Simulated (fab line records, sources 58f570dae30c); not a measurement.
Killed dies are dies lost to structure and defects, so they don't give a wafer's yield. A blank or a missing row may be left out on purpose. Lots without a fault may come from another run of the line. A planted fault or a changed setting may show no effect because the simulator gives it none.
One fault seen from 2 desks | flow berkeley_cmos170 | each desk has only its own numbers; what lay behind them comes last

THE TOOL OWNER'S DESK: rie_metal-01
The tool's own readings at UCB170_M3_METAL_ETCH_18 (etches Al in Cl2/BCl3, stops on SiO2, target depth 1170 nm, time 195 s): means of the sampled wafers that have a number, for each lot that ran on this tool. A lot is out of limits, marked OUT, if its mean lies more than 4 standard deviations from the usual mean; the brackets give that distance.
Columns: A = bcl3_flow_sccm at UCB170_M3_METAL_ETCH_18, usual 45.00 sccm; B = drypump_motor_current_A at UCB170_M3_METAL_ETCH_18, usual 5.5 A; C = oes_product_au at UCB170_M3_METAL_ETCH_18, usual 0.855 a.u.; D = throttle_valve_pct at UCB170_M3_METAL_ETCH_18, usual 24.32 %
lot  | first seen here | A     | B   | C     | D
L869 | day 8 14:41     | 45.08 | 5.6 | 0.858 | 24.17
L874 | day 9 21:24     | 45.04 | 5.2 | 0.868 | 24.06
L876 | day 10 08:46    | 44.76 | 5.2 | 0.864 | 24.06
L887 | day 12 23:12    | 44.98 | 5.4 | 0.867 | 24.10
This desk's finding: nothing out of limits on any of the 4 lots.

THE METROLOGY DESK
What the gauges read, lot by lot, whatever tool the lot ran on: means of the sampled wafers that have a number. A lot is out of limits, marked OUT, if its mean lies more than 4 standard deviations from the usual mean; the brackets give that distance.
Columns: A = V1_OVL at UCB170_V1_OVL_MEAS_13, usual 1 nm; B = V2_POLISHED_THK at UCB170_V2_THK_MEAS_04, usual 999.8 nm
lot  | first seen here | A  | B
L865 | day 7 10:10     | -1 | 1001.5
L866 | day 7 19:05     | 3  | 1000.1
L869 | day 8 05:49     | 6  | 1000.5
L867 | day 8 10:22     | 2  | 999.5
L870 | day 8 15:20     | -5 | 1000.7
L874 | day 9 11:32     | -3 | 1000.9
L876 | day 9 23:29     | 13 | 998.8
L879 | day 10 08:16    | 2  | 999.3
L881 | day 10 10:43    | -1 | 1001.5
L880 | day 10 11:01    | -2 | 999.0
L883 | day 10 23:32    | 3  | 999.9
L884 | day 11 11:15    | 2  | 1000.5
L888 | day 12 12:17    | -1 | 1001.6
L887 | day 12 12:25    | -6 | 999.0
This desk's finding: nothing out of limits on any of the 14 lots.

PUT TOGETHER
The tool owner's desk saw nothing out of limits.
The metrology desk saw nothing out of limits.

WHAT THE SIMULATOR HAD PUT IN
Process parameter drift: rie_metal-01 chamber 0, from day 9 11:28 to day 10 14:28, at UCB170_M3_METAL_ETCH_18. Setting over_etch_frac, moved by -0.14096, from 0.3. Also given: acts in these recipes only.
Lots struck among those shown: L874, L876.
